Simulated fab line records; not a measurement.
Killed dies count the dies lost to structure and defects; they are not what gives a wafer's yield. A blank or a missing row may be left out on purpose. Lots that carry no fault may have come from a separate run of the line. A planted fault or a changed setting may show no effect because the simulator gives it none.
Which tool is to blame? | flow rit-cmos | Sampling: 14 lots, 42 wafers, 2 of 202 route steps

WHAT EACH GAUGE READ, for each wafer
RIT_ACTIVE_BOW_MEAS_00.
lot  | measured    | on            | INCOMING_BOW (um)
L314 | day 1 10:00 | film-metro-03 | -16 -2 1
L315 | day 1 15:01 | film-metro-02 | 7 2 0
L316 | day 1 20:00 | film-metro-02 | 2 -4 15
L318 | day 2 06:01 | film-metro-03 | 1 8 -3
L319 | day 2 11:00 | film-metro-03 | -3 -6 8
L320 | day 2 16:02 | film-metro-03 | -10 1 2
L324 | day 3 12:00 | film-metro-03 | -2 -5 1
L328 | day 4 08:01 | film-metro-03 | -6 -3 -5
L330 | day 4 18:00 | film-metro-03 | -8 4 -10
L331 | day 4 23:01 | film-metro-04 | 0 -9 -4
L332 | day 5 04:00 | film-metro-04 | 4 1 -12
L334 | day 5 14:00 | film-metro-03 | 10 1 -8
L336 | day 6 00:01 | film-metro-02 | 0 -5 1
L337 | day 6 05:00 | film-metro-04 | 3 -5 6

RIT_ACTIVE_THK_MEAS_04.
lot  | measured    | on            | ACTIVE_NITRIDE_THK (nm)
L314 | day 1 13:32 | film-metro-03 | 150.6 151.4 150.1
L315 | day 1 18:32 | film-metro-03 | 147.1 147.8 148.5
L316 | day 1 23:32 | film-metro-03 | 149.1 150.2 151.3
L318 | day 2 09:32 | film-metro-04 | 150.4 150.9 148.6
L319 | day 2 14:32 | film-metro-03 | 149.3 148.7 149.0
L320 | day 2 19:33 | film-metro-03 | 149.8 148.4 148.8
L324 | day 3 15:32 | film-metro-03 | 150.8 152.8 151.1
L328 | day 4 11:32 | film-metro-03 | 151.9 153.0 152.0
L330 | day 4 21:40 | film-metro-03 | 151.1 148.8 150.4
L331 | day 5 03:25 | film-metro-04 | 149.7 151.4 150.4
L332 | day 5 10:02 | film-metro-03 | 150.2 151.1 151.5
L334 | day 5 17:53 | film-metro-02 | 148.0 148.2 149.9
L336 | day 6 03:32 | film-metro-04 | 149.5 148.5 150.1
L337 | day 6 08:32 | film-metro-04 | 147.8 148.3 149.3

TOOL THAT RAN EACH LOT (tool first, then ch and the chambers of the sampled wafers, then the start)
Before these readings, the record contains no process step.

WHAT THE TOOLS THEMSELVES READ (means of the sampled wafers that have a number; where no wafer has one, the mark that the record gives instead)
The record holds no such reading with a usual standard deviation.

THE ANSWER, worked out from the rows above alone
Rule: what is usual is taken from the lots themselves. Put in order of their means at a reading, lots are off if they are a third of the lots or fewer, leave a main group of 4 or more, and stand apart from it by a gap of 3 or more times the standard deviation of the main group's means; of several such gaps the widest counts. If all means in a main group match to the digits the tables above print for the reading, that group is not used. Also off: a lot with no number at a reading for which 4 or more lots have one. The other lots that the step has rows for count as sound. Order of review: gauges by route order, followed by the tools' own readings, for which a lot's mean as printed above is used. At the first step where some lot is off, the reading lying furthest off is the one used; lots without a number count as furthest.
No lot is off on any of the readings shown, so nothing can be concluded from this.

WHAT WAS PUT IN BY THE SIMULATOR
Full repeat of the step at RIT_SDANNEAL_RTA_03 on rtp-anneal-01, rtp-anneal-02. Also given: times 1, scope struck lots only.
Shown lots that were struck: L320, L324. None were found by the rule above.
